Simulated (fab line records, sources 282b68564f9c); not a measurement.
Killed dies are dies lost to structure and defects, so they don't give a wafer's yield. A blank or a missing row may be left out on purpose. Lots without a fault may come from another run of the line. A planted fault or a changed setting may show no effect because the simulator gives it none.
fab line records | flow rit_cmos
record lots=7 wafers=21 last_day=7
route steps=202 shown PLDD@122 SPACER@125 NSD@131 M1@202
lots that met no fault: from a run of the same line without faults
start_h: hours from the record's first day to the start of the lot's first wafer shown | wait_h: hours since the lot's step before | " the same as in the row above | L1.1+2: a row that stands for several wafers | - no value, or no start given | * or withheld: withheld | < > ~ a bound
route shown NAME@n: a module of which the file shows steps, and the number in the route of the first | usual: mean/standard deviation of fault-free wafers | same: alike in all rows | chamber/n: place in a boat | sites: the reading at each site | _std_site: their standard deviation | _edge_site: outer sites' mean less inner sites' | radius_mm: how far each site lies from the wafer's centre | mask NAME#n: copy n | behind: the tool/chamber that last shaped the wafer | hold: why the lot was held/for how many hours/how that ended | device: the transistor (n, p or np) that didn't switch | end of line: the same wafers' tests at the end of the route | a step without rows: its recipe alone | killed: dies lost to structure and defects at the first sort, not the wafer's yield | map: a wafer's dies, x killed, . not, _ none there
set.NAME: the setting as run; set.NAME@STEP: as run at that earlier step | model.NAME: the simulator's own value behind a step, which no gauge read
lots at some steps of the route; a table a step, a row a wafer
services: from which hour (start_h, from the record's first day; less than 0 if before it) a tool's chamber was out of use, for how many hours, and why
## steps
# step RIT_PLDD_IMPLANT_08
# recipe species=BF2 energy_kev=19.88 dose_cm2=9e+14 tilt_deg=7
# step RIT_PLDD_STRIP_09
# recipe chemistry=O2 time_s=180 resist=NOVOLAK platen_temp_c=withheld power_w=500 pressure_mtorr=4000 o2_flow_sccm=4000
# usual drypump_motor_current_A=5.4/0.35
# columns lot.wafer tool chamber start_h wait_h drypump_motor_current_A rf_hours_counter_h
L181.2 plasma_asher-04 1 66.30 0.1 5.2 29
L181.3 " 1 " " 5.2 -
L181.4 " 0 " " 5.8 -
L182.2 plasma_asher-03 1 69.80 0.2 5.9 42
L182.4 " 1 " " 6.0 -
L182.5 " 1 " " 6.0 -
L185.2 plasma_asher-04 0 85.99 0.1 5.7 31
L185.3 " 0 " " 5.8 -
L185.5 " 1 " " 5.2 -
L186.2 plasma_asher-01 0 93.86 0.1 4.9 45
L186.3 " 1 " " 5.4 -
L186.5 " 1 " " 5.4 -
L195.1 plasma_asher-03 1 138.12 0.1 6.0 49
L195.3 " 0 " " 5.5 -
L195.4 " 1 " " 6.0 -
L199.1 plasma_asher-03 0 158.80 0.1 5.5 51
L199.3 " 0 " " 5.5 -
L199.4 " 1 " " 6.0 -
L200.2 plasma_asher-03 0 162.93 0.1 5.4 52
L200.3 " 1 " " 6.0 -
L200.5 " 0 " " 5.5 -
# step RIT_PLDD_TW_MEAS_10
# usual PLDD_TW=2348/28
# columns lot.wafer tool chamber start_h wait_h PLDD_TW
L181.2 film_metro-02 - 66.48 0.1 2309
L181.3 " - " " 2301
L181.4 " - " " 2312
L182.2 film_metro-02 - 69.98 0.1 2308
L182.4 " - " " 2309
L182.5 " - " " 2304
L185.2 film_metro-03 - 86.18 0.1 2383
L185.3 " - " " 2368
L185.5 " - " " 2378
L186.2 film_metro-02 - 94.05 0.1 2301
L186.3 " - " " 2300
L186.5 " - " " 2305
L195.1 film_metro-03 - 138.29 0.1 2358
L195.3 " - " " 2365
L195.4 " - " " 2368
L199.1 film_metro-03 - 158.97 0.1 2374
L199.3 " - " " 2363
L199.4 " - " " 2382
L200.2 film_metro-03 - 163.11 0.1 2375
L200.3 " - " " 2378
L200.5 " - " " 2371
# step RIT_SPACER_CLEAN_00
# recipe chemistry=SC1 mix=3:3:50 time_s=600 temp_c=75
# step RIT_SPACER_CLEAN_01
# recipe chemistry=dHF dilution=50:1 time_s=30
# step RIT_SPACER_CLEAN_02
# recipe chemistry=SC2 mix=3:3:50 time_s=600 temp_c=75 dry=n2_spin
# step RIT_SPACER_CVD_03
# recipe material=Si3N4 target_thk_nm=250 temp_c=810 precursor=SiH2Cl2/NH3 time_s=3300 pressure_mtorr=300 sih2cl2_flow_sccm=60 nh3_flow_sccm=150
# step RIT_SPACER_THK_MEAS_04
# recipe reads=Si3N4_of_SPACER_CVD_03
# usual SPACER_NITRIDE_THK=250.1/2.4
# columns lot.wafer tool chamber start_h wait_h SPACER_NITRIDE_THK[nm]
L181.2 film_metro-04 - 69.83 0.0 254.9
L181.3 " - " " 250.8
L181.4 " - " " 250.5
L182.2 film_metro-03 - 72.65 0.0 250.2
L182.4 " - " " 248.2
L182.5 " - " " 250.5
L185.2 film_metro-03 - 88.52 0.0 248.2
L185.3 " - " " 249.1
L185.5 " - " " 250.2
L186.2 film_metro-03 - 96.39 0.0 249.7
L186.3 " - " " 250.1
L186.5 " - " " 249.8
L195.1 film_metro-04 - 140.64 0.0 253.0
L195.3 " - " " 253.9
L195.4 " - " " 250.9
L199.1 film_metro-04 - 162.32 0.0 249.4
L199.3 " - " " 250.1
L199.4 " - " " 250.2
L200.2 film_metro-03 - 167.74 0.0 255.7
L200.3 " - " " 253.9
L200.5 " - " " 256.8
# step RIT_SPACER_ETCHBACK_05
# recipe target_depth_a=2500 SF6_flow_sccm=30 CHF3_flow_sccm=30 target=Si3N4 chemistry=SF6/CHF3 pressure_mtorr=40 rf_w=250 time_s=240 stop_on=SiO2
# usual drypump_motor_current_A=5.41/0.29 oes_product_au=0.847/0.012 rf_fwd_power_W=249.3/0.8 throttle_valve_pct=10.23/0.14
# columns lot.wafer tool chamber start_h wait_h drypump_motor_current_A oes_product_au rf_fwd_power_W rf_hours_counter_h throttle_valve_pct
L181.2 rie_diel-01 2 69.88 0.0 5.50 0.841 249.9 98 10.22
L181.3 " 3 " " 5.27 0.845 249.4 0 10.46
L181.4 " 1 " " 5.24 0.831 248.3 54 10.08
L182.2 rie_diel-02 0 72.70 0.0 5.55 0.859 248.9 133 10.07
L182.4 " 2 " " 4.96 0.837 248.5 8 10.35
L182.5 " 2 " " 4.95 0.847 249.5 - 10.35
L185.2 rie_diel-02 0 88.57 0.0 5.60 0.855 249.3 133 10.08
L185.3 " 3 " " 5.29 0.837 249.1 141 10.12
L185.5 " 2 " " 4.96 0.854 246.6 - 10.35
L186.2 rie_diel-02 2 96.44 0.0 4.96 0.845 248.9 9 10.33
L186.3 " 0 " " 5.64 0.859 250.0 133 10.07
L186.5 " 2 " " 4.96 0.852 249.4 - 10.34
L195.1 rie_diel-03 1 140.70 0.1 5.70 0.867 247.8 1 10.36
L195.3 " 2 " " 5.49 0.862 250.3 29 10.58
L195.4 " 2 " " 5.56 0.855 250.7 - 10.58
L199.1 rie_diel-03 1 162.38 0.1 5.67 0.858 248.8 2 10.36
L199.3 " 3 " " 4.94 0.863 249.4 116 10.26
L199.4 " 0 " " 5.71 0.829 248.0 0 10.16
L200.2 rie_diel-02 1 167.79 0.0 5.56 0.863 250.8 3 10.19
L200.3 " 2 " " 4.95 0.862 248.8 10 10.33
L200.5 " 1 " " 5.55 0.857 249.6 - 10.20
# step RIT_NSD_HMDS_00
# recipe prime_time_s=60 prime_temp_c=140
# step RIT_NSD_COAT_01
# recipe resist=NOVOLAK spin_rpm=3250 resist_thk_nm=1000
# step RIT_NSD_SOFTBAKE_02
# recipe resist=NOVOLAK temp_c=90 time_s=60
# step RIT_NSD_EXPOSE_03
# recipe mask_id=M9 na=0.57 target_cd_nm=40700 dose_mj=250
# columns lot.wafer tool chamber start_h wait_h mask model.NSD.overlay_x_nm
L181.2+3+4 iline_stepper-02 0 70.59 0.1 M9#0 -0.1741
L182.2+4+5 iline_stepper-02 0 73.33 0.1 M9#0 419.9
L185.2+3+5 iline_stepper-02 0 89.31 0.2 M9#0 420.5
L186.2+3+5 iline_stepper-02 0 97.06 0.1 M9#0 420
L195.1+3+4 iline_stepper-01 0 141.30 0.1 M9#0 1.2
L199.1+3+4 iline_stepper-01 0 162.98 0.1 M9#0 -0.189
L200.2+3+5 iline_stepper-01 0 168.41 0.1 M9#0 0.8482
# step RIT_NSD_PEB_04
# recipe resist=NOVOLAK temp_c=withheld time_s=withheld
# step RIT_NSD_DEVELOP_05
# recipe resist=NOVOLAK develop_time_s=50 dev_temp_c=21.99
# step RIT_NSD_OVL_MEAS_06
# usual NSD_OVL=0.5/1.5
# columns lot.wafer tool chamber start_h wait_h NSD_OVL[nm]
L181.2 overlay-02 - 70.98 - -0.1
L181.3 " - " " 0.6
L181.4 " - " " 1.2
L182.2 overlay-01 - 73.71 - 420.1
L182.4 " - " " 421.4
L182.5 " - " " 420.0
L185.2 overlay-02 - 89.73 - 420.0
L185.3 " - " " 421.5
L185.5 " - " " 421.7
L186.2 overlay-02 - 97.45 - 421.4
L186.3 " - " " 420.3
L186.5 " - " " 420.3
L195.1 overlay-01 - 141.70 - 0.3
L195.3 " - " " 1.3
L195.4 " - " " 1.2
L199.1 overlay-01 - 163.38 - -0.8
L199.3 " - " " -0.3
L199.4 " - " " -0.4
L200.2 overlay-02 - 168.80 - -0.8
L200.3 " - " " -1.1
L200.5 " - " " 1.0
# step RIT_NSD_HARDBAKE_07
# recipe resist=NOVOLAK temp_c=140 time_s=60
# step RIT_M1_PROBE_99
# usual killed_at_contacts=0.1/0.27 killed_at_front_end=7/3.3 killed_dies=7/3.3 killed_open=3.5/2 killed_short=3.8/2.2
# same gross_dies=264 killed_at_M0_to_M3=0 killed_at_M4_up=0 killed_at_back_side=0 killed_at_other=0
# columns lot.wafer tool chamber start_h wait_h killed_at_contacts killed_at_front_end killed_dies killed_open killed_short model.etest.select_edge_diode_n.over_limit
L181.2 prober-02 - 81.32 0.1 0 4 4 2 2 0
L181.3 prober-02 - 81.37 0.2 0 6 6 6 0 0
L181.4 prober-02 - 81.42 0.2 0 10 10 6 4 0
L182.2 prober-01 - 83.56 0.1 0 6 6 4 2 1
L182.4 prober-01 - 83.66 0.2 0 6 6 3 3 1
L182.5 prober-01 - 83.71 0.2 0 8 8 2 6 1
L185.2 prober-02 - 99.97 0.1 0 11 11 1 10 1
L185.3 prober-02 - 100.02 0.2 0 12 12 7 5 1
L185.5 prober-02 - 100.12 0.2 0 7 7 2 5 1
L186.2 prober-01 - 107.63 0.1 0 6 6 3 3 1
L186.3 prober-01 - 107.68 0.2 0 4 4 1 3 1
L186.5 prober-01 - 107.78 0.2 1 8 9 5 4 1
L195.1 prober-02 - 151.96 0.1 0 10 10 4 6 0
L195.3 prober-02 - 152.06 0.2 0 8 8 2 6 0
L195.4 prober-02 - 152.11 0.2 0 7 7 6 1 0
L199.1 prober-02 - 173.35 0.1 0 7 7 3 4 0
L199.3 prober-02 - 173.45 0.2 0 9 9 4 5 0
L199.4 prober-02 - 173.50 0.2 0 8 8 2 6 0
L200.2 prober-01 - 178.77 0.1 0 6 6 4 2 0
L200.3 prober-01 - 178.82 0.2 0 4 4 2 2 0
L200.5 prober-01 - 178.92 0.2 0 8 8 3 5 0
# killed by level:class
L181.2 SPACER:geometric_particle:open=2 GATE:geometric_particle:short=1 SPACER:geometric_particle:short=1
L181.3 GATE:geometric_particle:open=2 REOX:geometric_particle:open=2 FOX2:geometric_particle:open=1 SILICIDE:geometric_particle:open=1
L181.4 SILICIDE:geometric_particle:short=2 SILICIDE:geometric_particle:open=2 FOX1:geometric_particle:short=1 FOX2:geometric_particle:open=1 GATE:geometric_particle:open=1 GATE:geometric_particle:short=1 REOX:geometric_particle:open=1 SPACER:geometric_particle:open=1
L182.2 REOX:geometric_particle:open=2 FOX2:geometric_particle:short=1 GATE:geometric_particle:open=1 SPACER:geometric_particle:short=1 SILICIDE:geometric_particle:open=1
L182.4 SPACER:geometric_particle:open=2 FOX2:geometric_particle:short=1 GATE:geometric_particle:short=1 REOX:geometric_particle:open=1 SPACER:geometric_particle:short=1
L182.5 SILICIDE:geometric_particle:short=4 GATE:geometric_particle:short=1 REOX:geometric_particle:open=1 SPACER:geometric_particle:short=1 SILICIDE:geometric_particle:open=1
L185.2 GATE:geometric_particle:short=8 SPACER:geometric_particle:short=1 SPACER:geometric_particle:open=1 SILICIDE:geometric_particle:short=1
L185.3 GATE:geometric_particle:short=4 GATE:geometric_particle:open=3 FOX1:geometric_particle:open=1 REOX:geometric_particle:open=1 SPACER:geometric_particle:open=1 SPACER:geometric_particle:short=1 SILICIDE:geometric_particle:open=1
L185.5 GATE:geometric_particle:short=4 FOX1:geometric_particle:open=1 GATE:geometric_particle:open=1 SPACER:geometric_particle:short=1
L186.2 FOX1:geometric_particle:short=1 FOX1:geometric_particle:open=1 FOX2:geometric_particle:open=1 GATE:geometric_particle:short=1 SPACER:geometric_particle:open=1 SILICIDE:geometric_particle:short=1
L186.3 FOX2:geometric_particle:short=2 SPACER:geometric_particle:short=1 SILICIDE:geometric_particle:open=1
L186.5 FOX1:geometric_particle:open=2 FOX1:geometric_particle:short=1 GATE:geometric_particle:open=1 GATE:geometric_particle:short=1 REOX:geometric_particle:short=1 REOX:geometric_particle:open=1 SPACER:geometric_particle:open=1 CONTACT:geometric_particle:short=1
L195.1 FOX1:geometric_particle:short=2 SPACER:geometric_particle:short=2 FOX1:geometric_particle:open=1 FOX2:geometric_particle:open=1 GATE:geometric_particle:short=1 REOX:geometric_particle:short=1 REOX:geometric_particle:open=1 SPACER:geometric_particle:open=1
L195.3 GATE:geometric_particle:short=2 REOX:geometric_particle:short=2 FOX1:geometric_particle:open=1 FOX2:geometric_particle:short=1 GATE:geometric_particle:open=1 SILICIDE:geometric_particle:short=1
L195.4 FOX1:geometric_particle:open=2 GATE:geometric_particle:open=2 FOX2:geometric_particle:open=1 GATE:geometric_particle:short=1 SPACER:geometric_particle:open=1
L199.1 SPACER:geometric_particle:short=2 FOX2:geometric_particle:open=1 GATE:geometric_particle:open=1 GATE:geometric_particle:short=1 REOX:geometric_particle:open=1 SILICIDE:geometric_particle:short=1
L199.3 FOX1:geometric_particle:open=3 GATE:geometric_particle:short=3 FOX1:geometric_particle:short=1 SILICIDE:geometric_particle:open=1 SILICIDE:geometric_particle:short=1
L199.4 SPACER:geometric_particle:open=2 SPACER:geometric_particle:short=2 SILICIDE:geometric_particle:short=2 FOX1:geometric_particle:short=1 GATE:geometric_particle:short=1
L200.2 FOX1:geometric_particle:short=1 FOX1:geometric_particle:open=1 FOX2:geometric_particle:open=1 GATE:geometric_particle:short=1 GATE:geometric_particle:open=1 REOX:geometric_particle:open=1
L200.3 GATE:geometric_particle:open=2 GATE:geometric_particle:short=1 SPACER:geometric_particle:short=1
L200.5 GATE:geometric_particle:short=4 FOX1:geometric_particle:short=1 FOX1:geometric_particle:open=1 GATE:geometric_particle:open=1 SPACER:geometric_particle:open=1
## services
# columns tool chamber start_h hours kind
rie_diel-01 3 42.68 - clean
rie_diel-01 3 42.68 13.3 scheduled_down
rie_diel-01 3 42.68 13.3 vent_cycle
plasma_asher-03 - 45.49 2.8 repair
iline_stepper-01 - 49.53 1.7 pm
rie_diel-03 1 59.21 9.7 repair
rie_diel-03 1 69.05 - clean
rie_diel-03 1 69.05 29.8 scheduled_down
rie_diel-03 1 69.05 29.8 vent_cycle
iline_stepper-01 - 71.82 3.2 repair
rie_diel-01 0 73.65 - clean
rie_diel-01 0 73.65 18.6 scheduled_down
rie_diel-01 0 73.65 18.6 vent_cycle
plasma_asher-03 - 78.11 4.9 repair
rie_diel-01 2 79.10 2.7 repair
iline_stepper-01 - 94.47 6.9 repair
rie_diel-03 0 108.92 5.8 repair
rie_diel-02 2 110.75 1.8 repair
rie_diel-03 0 114.69 - clean
rie_diel-03 0 114.69 28.4 scheduled_down
rie_diel-03 0 114.69 28.4 vent_cycle
iline_stepper-01 0 138.15 - calibration
rie_diel-03 - 142.15 0.6 repair
iline_stepper-02 0 153.27 - calibration
## key
first_sign step=RIT_NSD_OVL_MEAS_06 reading=NSD_OVL direction=up sigmas=99+ usual=0.5 struck=420.7
effect none on later readings
model_effect step=RIT_NSD_EXPOSE_03 value=NSD.overlay_x_nm without=0.1334 struck=420.1
model_effect step=RIT_M1_PROBE_99 value=etest.select_edge_diode_n.over_limit without=0 struck=1
met_at RIT_NSD_EXPOSE_03
struck_wafers L182.2,L182.4,L182.5,L185.2,L185.3,L185.5,L186.2,L186.3,L186.5
tester_left_out L182,L185,L186
onset_between 70.59 73.33
fault kind=scanner_matching_overlay tool=iline_stepper-02 chamber=- onset_h=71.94 steps=RIT_NSD_EXPOSE_03 offset=420
# tester_left_out: of these lots the tester's yield and bins aren't shown, on N5 and GAA mostly nor the transistor test; their killed dies are dies lost to structure and defects alone, not to doping, threshold or leakage, so they don't give the yield
